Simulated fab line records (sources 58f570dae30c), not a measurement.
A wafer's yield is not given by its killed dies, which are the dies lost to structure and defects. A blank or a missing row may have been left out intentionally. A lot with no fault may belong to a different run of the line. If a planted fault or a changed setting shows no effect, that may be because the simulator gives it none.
fab line records || flow berkeleyCmos170
record {"lots": 6, "wafers": 18, "lastDay": 11}
route steps=331 shown WELLDRIVE@59 ACTIVE@60
lots that met no fault: from a run of the same line without faults
startH: start of the lot's first displayed wafer, in hours after the record's first day || waitH: hours elapsed since this lot's preceding step || " the same as in the row above || L1.1+2: several wafers, shown together as one row || - no value present, or no start provided || * or withheld: withheld || < > ~ a bound
route shown NAME@n: NAME is a module with steps in the file, n the number in the route of the first one || usual: average and standard deviation across the fault-free wafers || same: alike in all rows || chamber/n: place in a boat || sites: the reading at each site || _std_site: how widely they spread, as a standard deviation || _edge_site: the outer-site mean with the inner-site mean subtracted || radiusMm: for every site, how far away it sits from the centre of the wafer || mask NAME#n: copy n || behind: tool/chamber where the wafer was last shaped || hold: reason for holding the lot/hours on hold/outcome of the hold || device: which transistor (n, p or np) failed to switch || end of line: the route-end tests of the same wafers || for a step that has no rows: nothing shown but its recipe || killed: dies that structure and defects cost at the first sort, which is not the same as the wafer's yield || map: shows each die of a wafer: x if killed, . if not, _ if none is there
set.NAME: the setting as run; set.NAME@STEP: as run at that earlier step || model.NAME: the simulator's own value behind a step, which no gauge read
lots seen at some steps along the route; tables by step, rows by wafer
## steps
# step UCB170_WELLDRIVE_WET_ETCH_04
# recipe {"chemistry": "BOE", "dilution": "5:1", "target": "SiO2", "tempC": 25, "timeS": 120}
# step UCB170_ACTIVE_CLEAN_00
# recipe {"chemistry": "SPM", "tempC": 120, "timeS": 600}
# step UCB170_ACTIVE_CLEAN_01
# recipe {"chemistry": "dHF", "dilution": "25:1", "timeS": 60}
# step UCB170_ACTIVE_OXIDATION_02
# recipe {"tempC": 1000, "ambient": "O2", "targetThkA": 264, "oxTimeS": 1260}
# step UCB170_ACTIVE_THK_MEAS_03
# recipe {"reads": "SiO2_of_ACTIVE_OXIDATION_02"}
# usual {"ACTIVE_OXIDE_THK": "26.1/0.44"}
{"lot.wafer": "L154.1", "tool": "filmMetro-04", "chamber": "-", "startH": 81.77, "waitH": 0.1, "ACTIVE_OXIDE_THK[nm]": 26.8}
{"lot.wafer": "L154.2", "tool": "filmMetro-04", "chamber": "-", "startH": 81.77, "waitH": 0.1, "ACTIVE_OXIDE_THK[nm]": 26.8}
{"lot.wafer": "L154.3", "tool": "filmMetro-04", "chamber": "-", "startH": 81.77, "waitH": 0.1, "ACTIVE_OXIDE_THK[nm]": 27.0}
{"lot.wafer": "L155.1", "tool": "filmMetro-01", "chamber": "-", "startH": 81.77, "waitH": 0.1, "ACTIVE_OXIDE_THK[nm]": 26.5}
{"lot.wafer": "L155.5", "tool": "filmMetro-01", "chamber": "-", "startH": 81.77, "waitH": 0.1, "ACTIVE_OXIDE_THK[nm]": 26.3}
{"lot.wafer": "L155.6", "tool": "filmMetro-01", "chamber": "-", "startH": 81.77, "waitH": 0.1, "ACTIVE_OXIDE_THK[nm]": 25.9}
{"lot.wafer": "L164.1", "tool": "filmMetro-02", "chamber": "-", "startH": 139.62, "waitH": 0.0, "ACTIVE_OXIDE_THK[nm]": 26.0}
{"lot.wafer": "L164.3", "tool": "filmMetro-02", "chamber": "-", "startH": 139.62, "waitH": 0.0, "ACTIVE_OXIDE_THK[nm]": 26.4}
{"lot.wafer": "L164.5", "tool": "filmMetro-02", "chamber": "-", "startH": 139.62, "waitH": 0.0, "ACTIVE_OXIDE_THK[nm]": 26.2}
{"lot.wafer": "L165.3", "tool": "filmMetro-04", "chamber": "-", "startH": 139.64, "waitH": 0.0, "ACTIVE_OXIDE_THK[nm]": 26.2}
{"lot.wafer": "L165.4", "tool": "filmMetro-04", "chamber": "-", "startH": 139.64, "waitH": 0.0, "ACTIVE_OXIDE_THK[nm]": 25.7}
{"lot.wafer": "L165.5", "tool": "filmMetro-04", "chamber": "-", "startH": 139.64, "waitH": 0.0, "ACTIVE_OXIDE_THK[nm]": 25.7}
{"lot.wafer": "L168.1", "tool": "filmMetro-04", "chamber": "-", "startH": 146.49, "waitH": 0.0, "ACTIVE_OXIDE_THK[nm]": 25.9}
{"lot.wafer": "L168.2", "tool": "filmMetro-04", "chamber": "-", "startH": 146.49, "waitH": 0.0, "ACTIVE_OXIDE_THK[nm]": 26.0}
{"lot.wafer": "L168.4", "tool": "filmMetro-04", "chamber": "-", "startH": 146.49, "waitH": 0.0, "ACTIVE_OXIDE_THK[nm]": 25.9}
{"lot.wafer": "L173.1", "tool": "filmMetro-01", "chamber": "-", "startH": 169.70, "waitH": 0.0, "ACTIVE_OXIDE_THK[nm]": 25.9}
{"lot.wafer": "L173.2", "tool": "filmMetro-01", "chamber": "-", "startH": 169.70, "waitH": 0.0, "ACTIVE_OXIDE_THK[nm]": 26.4}
{"lot.wafer": "L173.3", "tool": "filmMetro-01", "chamber": "-", "startH": 169.70, "waitH": 0.0, "ACTIVE_OXIDE_THK[nm]": 26.0}
# step UCB170_ACTIVE_ANNEAL_04
# recipe {"tempC": 1000, "timeS": 900, "ambient": "N2"}
# step UCB170_ACTIVE_CVD_05
# recipe {"material": "Si3N4", "targetThkNm": 220, "tempC": 800, "precursor": "SiH2Cl2/NH3", "timeS": 3300, "pressureMtorr": 200, "sih2cl2FlowSccm": 25, "nh3FlowSccm": 75}
# step UCB170_ACTIVE_THK_MEAS_06
# recipe {"reads": "Si3N4_of_ACTIVE_CVD_05"}
# usual {"ACTIVE_NITRIDE_THK": "219.3/2.1"}
{"lot.wafer": "L154.1", "tool": "filmMetro-02", "chamber": "-", "startH": 89.59, "waitH": 0.1, "ACTIVE_NITRIDE_THK[nm]": 214.3}
{"lot.wafer": "L154.2", "tool": "filmMetro-02", "chamber": "-", "startH": 89.59, "waitH": 0.1, "ACTIVE_NITRIDE_THK[nm]": 214.9}
{"lot.wafer": "L154.3", "tool": "filmMetro-02", "chamber": "-", "startH": 89.59, "waitH": 0.1, "ACTIVE_NITRIDE_THK[nm]": 215.8}
{"lot.wafer": "L155.1", "tool": "filmMetro-04", "chamber": "-", "startH": 89.59, "waitH": 0.1, "ACTIVE_NITRIDE_THK[nm]": 220.7}
{"lot.wafer": "L155.5", "tool": "filmMetro-04", "chamber": "-", "startH": 89.59, "waitH": 0.1, "ACTIVE_NITRIDE_THK[nm]": 221.8}
{"lot.wafer": "L155.6", "tool": "filmMetro-04", "chamber": "-", "startH": 89.59, "waitH": 0.1, "ACTIVE_NITRIDE_THK[nm]": 220.7}
{"lot.wafer": "L165.3", "tool": "filmMetro-04", "chamber": "-", "startH": 145.07, "waitH": 0.0, "ACTIVE_NITRIDE_THK[nm]": 221.3}
{"lot.wafer": "L165.4", "tool": "filmMetro-04", "chamber": "-", "startH": 145.07, "waitH": 0.0, "ACTIVE_NITRIDE_THK[nm]": 221.3}
{"lot.wafer": "L165.5", "tool": "filmMetro-04", "chamber": "-", "startH": 145.07, "waitH": 0.0, "ACTIVE_NITRIDE_THK[nm]": 220.0}
{"lot.wafer": "L164.1", "tool": "filmMetro-01", "chamber": "-", "startH": 145.11, "waitH": 0.1, "ACTIVE_NITRIDE_THK[nm]": 216.9}
{"lot.wafer": "L164.3", "tool": "filmMetro-01", "chamber": "-", "startH": 145.11, "waitH": 0.1, "ACTIVE_NITRIDE_THK[nm]": 218.4}
{"lot.wafer": "L164.5", "tool": "filmMetro-01", "chamber": "-", "startH": 145.11, "waitH": 0.1, "ACTIVE_NITRIDE_THK[nm]": 219.1}
{"lot.wafer": "L168.1", "tool": "filmMetro-02", "chamber": "-", "startH": 152.61, "waitH": 0.0, "ACTIVE_NITRIDE_THK[nm]": 220.0}
{"lot.wafer": "L168.2", "tool": "filmMetro-02", "chamber": "-", "startH": 152.61, "waitH": 0.0, "ACTIVE_NITRIDE_THK[nm]": 216.9}
{"lot.wafer": "L168.4", "tool": "filmMetro-02", "chamber": "-", "startH": 152.61, "waitH": 0.0, "ACTIVE_NITRIDE_THK[nm]": 217.3}
{"lot.wafer": "L173.1", "tool": "filmMetro-04", "chamber": "-", "startH": 175.62, "waitH": 0.0, "ACTIVE_NITRIDE_THK[nm]": 222.2}
{"lot.wafer": "L173.2", "tool": "filmMetro-04", "chamber": "-", "startH": 175.62, "waitH": 0.0, "ACTIVE_NITRIDE_THK[nm]": 222.6}
{"lot.wafer": "L173.3", "tool": "filmMetro-04", "chamber": "-", "startH": 175.62, "waitH": 0.0, "ACTIVE_NITRIDE_THK[nm]": 221.8}
# step UCB170_ACTIVE_HMDS_07
# recipe {"primeTimeS": 60, "primeTempC": 100}
# step UCB170_ACTIVE_COAT_08
# recipe {"resist": "KrF", "spinRpm": 1500, "resistThkNm": 900}
# step UCB170_ACTIVE_SOFTBAKE_09
# recipe {"resist": "KrF", "tempC": 130, "timeS": 60}
# step UCB170_ACTIVE_EXPOSE_10
# recipe {"maskId": "ACTIVE", "targetCdNm": 1200, "na": 0.5, "sigmaOuter": 0.6, "sourceShape": "conventional", "doseMj": 20}
# step UCB170_ACTIVE_PEB_11
# recipe {"pebTempC": 130, "pebTimeS": "withheld", "resist": "KrF"}
# usual {"chillPlateTempC": "22.98/0.091", "exhaustPa": "45.1/0.77"}
{"lot.wafer": "L154.1", "tool": "lithoTrack-02", "chamber": 0, "startH": 91.38, "waitH": 0.6, "chillPlateTempC": 22.93, "exhaustPa": 44.0}
{"lot.wafer": "L154.2", "tool": "lithoTrack-02", "chamber": 0, "startH": 91.38, "waitH": 0.6, "chillPlateTempC": 22.86, "exhaustPa": 45.1}
{"lot.wafer": "L154.3", "tool": "lithoTrack-02", "chamber": 0, "startH": 91.38, "waitH": 0.6, "chillPlateTempC": 22.95, "exhaustPa": 44.8}
{"lot.wafer": "L155.1", "tool": "lithoTrack-01", "chamber": 0, "startH": 91.40, "waitH": 0.5, "chillPlateTempC": 23.02, "exhaustPa": 46.2}
{"lot.wafer": "L155.5", "tool": "lithoTrack-01", "chamber": 0, "startH": 91.40, "waitH": 0.5, "chillPlateTempC": 23.01, "exhaustPa": 44.8}
{"lot.wafer": "L155.6", "tool": "lithoTrack-01", "chamber": 0, "startH": 91.40, "waitH": 0.5, "chillPlateTempC": 23.05, "exhaustPa": 46.4}
{"lot.wafer": "L165.3", "tool": "lithoTrack-02", "chamber": "-", "startH": 146.80, "waitH": 0.6, "chillPlateTempC": "-", "exhaustPa": "-"}
{"lot.wafer": "L165.4", "tool": "lithoTrack-02", "chamber": "-", "startH": 146.80, "waitH": 0.6, "chillPlateTempC": "-", "exhaustPa": "-"}
{"lot.wafer": "L165.5", "tool": "lithoTrack-02", "chamber": "-", "startH": 146.80, "waitH": 0.6, "chillPlateTempC": "-", "exhaustPa": "-"}
{"lot.wafer": "L164.1", "tool": "lithoTrack-02", "chamber": "-", "startH": 147.03, "waitH": 0.7, "chillPlateTempC": "-", "exhaustPa": "-"}
{"lot.wafer": "L164.3", "tool": "lithoTrack-02", "chamber": "-", "startH": 147.03, "waitH": 0.7, "chillPlateTempC": "-", "exhaustPa": "-"}
{"lot.wafer": "L164.5", "tool": "lithoTrack-02", "chamber": "-", "startH": 147.03, "waitH": 0.7, "chillPlateTempC": "-", "exhaustPa": "-"}
{"lot.wafer": "L168.1", "tool": "lithoTrack-01", "chamber": 0, "startH": 154.51, "waitH": 0.9, "chillPlateTempC": 23.02, "exhaustPa": 44.9}
{"lot.wafer": "L168.2", "tool": "lithoTrack-01", "chamber": 0, "startH": 154.51, "waitH": 0.9, "chillPlateTempC": 22.99, "exhaustPa": 46.0}
{"lot.wafer": "L168.4", "tool": "lithoTrack-01", "chamber": 0, "startH": 154.51, "waitH": 0.9, "chillPlateTempC": 22.95, "exhaustPa": 46.5}
{"lot.wafer": "L173.1", "tool": "lithoTrack-01", "chamber": 0, "startH": 176.37, "waitH": 0.1, "chillPlateTempC": 23.02, "exhaustPa": 45.6}
{"lot.wafer": "L173.2", "tool": "lithoTrack-01", "chamber": 0, "startH": 176.37, "waitH": 0.1, "chillPlateTempC": 22.99, "exhaustPa": 46.2}
{"lot.wafer": "L173.3", "tool": "lithoTrack-01", "chamber": 0, "startH": 176.37, "waitH": 0.1, "chillPlateTempC": 23.04, "exhaustPa": 45.3}
# step UCB170_ACTIVE_DEVELOP_12
# recipe {"developer": "TMAH", "developTimeS": 45, "resist": "KrF", "devTempC": 21}
## key
firstSign {"step": "UCB170_ACTIVE_PEB_11", "reading": "toolRecord", "direction": "missing"}
effect none on later readings
metAt UCB170_ACTIVE_PEB_11
struckWafers L164.1,L164.3,L164.5,L165.3,L165.4,L165.5
laterRowsLeftOut L164.1,L164.3,L164.5,L165.3,L165.4,L165.5
sortLeftOut L164.1,L164.3,L164.5,L165.3,L165.4,L165.5
testerLeftOut L164,L165
onsetBetween 91.38 146.80
fault {"kind": "skippedStepWhole", "tool": "lithoTrack-02", "chamber": "-", "onsetH": 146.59, "steps": "UCB170_ACTIVE_PEB_11", "scope": "struckLotsOnly"}
# testerLeftOut: of these lots the tester's yield and bins aren't shown, on N5 and GAA mostly nor the transistor test; their killed dies are dies lost to structure and defects alone, not to doping, threshold or leakage, so they don't give the yield
# sortLeftOut: the simulated sort isn't trusted on such a fault, so these wafers' sort isn't shown, and their yield isn't known
# laterRowsLeftOut: the simulator's readings of these wafers behind a module that went badly wrong aren't trusted and aren't shown, but for the sort
